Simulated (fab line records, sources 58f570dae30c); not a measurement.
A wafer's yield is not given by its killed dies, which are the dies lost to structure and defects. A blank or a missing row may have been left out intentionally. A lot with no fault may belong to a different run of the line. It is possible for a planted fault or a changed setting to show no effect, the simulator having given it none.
Split-lot experiment ; flow berkeley_cmos170 ; 5 lots, 27 wafers read, on a route of 331 steps

THE SPLIT ITSELF
At UCB170_M1_METAL_ETCH_12 (etches Al in Cl2/BCl3, stops on PSG, target depth 780 nm, time 130 s), the setting time_s was moved away from the recipe's 130 s on 9 of the 27 wafers read, by -40.2% to +51.7%. This setting was run at the recipe's value on the other wafers.

FROM SPLIT TO READING: 1 step shown by the file between the two
- UCB170_M1_STRIP_13: strips in O2

THE READING
Shown in nm: cd_nm at UCB170_M1_CD_MEAS_90, with target cd 700 nm. Typical for fault-free wafers on this fab line: 699.5 nm, with standard deviation 2.2 nm.

wafer;tool, chamber at the split;time_s as run, s;against the recipe;cd_nm, nm;against lot-mates on the recipe
L075.1;rie_metal-01, 1;130;recipe;701.9;-
L075.2;rie_metal-01, 0;196.3;+51.0%;687.3;-16.0
L075.3;rie_metal-01, 1;196.3;+51.0%;686.0;-17.3
L075.4;rie_metal-01, 0;130;recipe;703.6;-
L075.5;rie_metal-01, 0;130;recipe;704.3;-
L075.6;rie_metal-01, 1;196.3;+51.0%;686.4;-16.9
L077.1;rie_metal-03, 0;130;recipe;698.4;-
L077.2;rie_metal-03, 1;130;recipe;698.4;-
L077.3;rie_metal-03, 1;130;recipe;695.3;-
L077.4;rie_metal-03, 0;130;recipe;699.6;-
L077.5;rie_metal-03, 1;130;recipe;698.4;-
L077.6;rie_metal-03, 0;130;recipe;699.7;-
L079.1;rie_metal-03, 0;130;recipe;698.0;-
L079.4;rie_metal-03, 1;130;recipe;695.7;-
L079.5;rie_metal-03, 0;130;recipe;697.5;-
L082.1;rie_metal-01, 1;197.2;+51.7%;685.1;-16.7
L082.2;rie_metal-01, 0;130;recipe;699.6;-
L082.3;rie_metal-01, 1;130;recipe;702.1;-
L082.4;rie_metal-01, 0;197.2;+51.7%;684.3;-17.5
L082.5;rie_metal-01, 0;130;recipe;703.7;-
L082.6;rie_metal-01, 1;197.2;+51.7%;684.9;-16.9
L080.1;rie_metal-04, 1;77.76;-40.2%;709.4;+9.6
L080.2;rie_metal-04, 0;77.76;-40.2%;712.0;+12.2
L080.3;rie_metal-04, 1;130;recipe;699.2;-
L080.4;rie_metal-04, 0;130;recipe;699.8;-
L080.5;rie_metal-04, 1;77.76;-40.2%;712.3;+12.5
L080.6;rie_metal-04, 0;130;recipe;700.3;-

THE FIT
A straight line over all 27 wafers: cd_nm changes by -0.278 nm for each +1% of time_s; r = -0.96; the points scatter about the line by 2.2 nm.
The same after taking each lot's own level away (the mean of its wafers on the recipe; 27 wafers): -0.316 nm for each +1%; r = -0.99; scatter 1.2 nm.
According to that fit, moving time_s by its largest amount changes the reading by 16 nm.
The lots' own levels span 697.07 to 703.27 nm, that is 2.8 times the standard deviation above.
So the slope is not independent of the lot-to-lot level: the two fits are not the same.
Check: with one of the wafers moved furthest among these (+51.7%) left out of the fit, the line predicts -16.6 nm for it against its lot-mates. Against them it came out at -16.7 nm.

OTHER SPLITS ON THESE WAFERS
Before the reading, these wafers also passed through other splits. Each is held against what the fit with the lots' levels taken away leaves over:
other split on the same wafers;wafers away from the commonest value;r with cd_nm (lot level and that fit taken away)
UCB170_ZERO_ETCH_06 target_depth_a;6;-0.29
UCB170_SDANNEAL_RTA_01 time_s;12;+0.04

THE WHOLE CHAIN: every reading that the file lists as answering this split, in the file's order
step;what it does;reading;change (the file's fit);r (the file's)
UCB170_M1_METAL_ETCH_12;etches Al in Cl2/BCl3, stops on PSG, target depth 780 nm, time 130 s;KrF_of_M1_COAT_04.thk_nm (the simulator's own value, which no gauge read);-4.48 nm for each +1% of the setting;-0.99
UCB170_M1_METAL_ETCH_12;etches Al in Cl2/BCl3, stops on PSG, target depth 780 nm, time 130 s;etch.depth_nm (the simulator's own value, which no gauge read);not straight: 466.7 at the lowest setting, 612.1 at the recipe, 603.7 at the highest;not given
UCB170_M1_METAL_ETCH_12;etches Al in Cl2/BCl3, stops on PSG, target depth 780 nm, time 130 s;M1.feature_depth_nm (the simulator's own value, which no gauge read);not straight: 466.7 at the lowest setting, 650 at the recipe, 666.1 at the highest;not given
UCB170_M1_STRIP_13;strips in O2;oes_product_au;not straight: 0.725 at the lowest setting, 0.720 at the recipe, 0.525 at the highest;not given
UCB170_M1_CD_MEAS_90;target cd 700 nm;cd_nm;-0.318 nm for each +1% of the setting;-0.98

THE FILE'S OWN FIT
cd_nm changes by -0.318 nm for each +1% of time_s, r = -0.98.
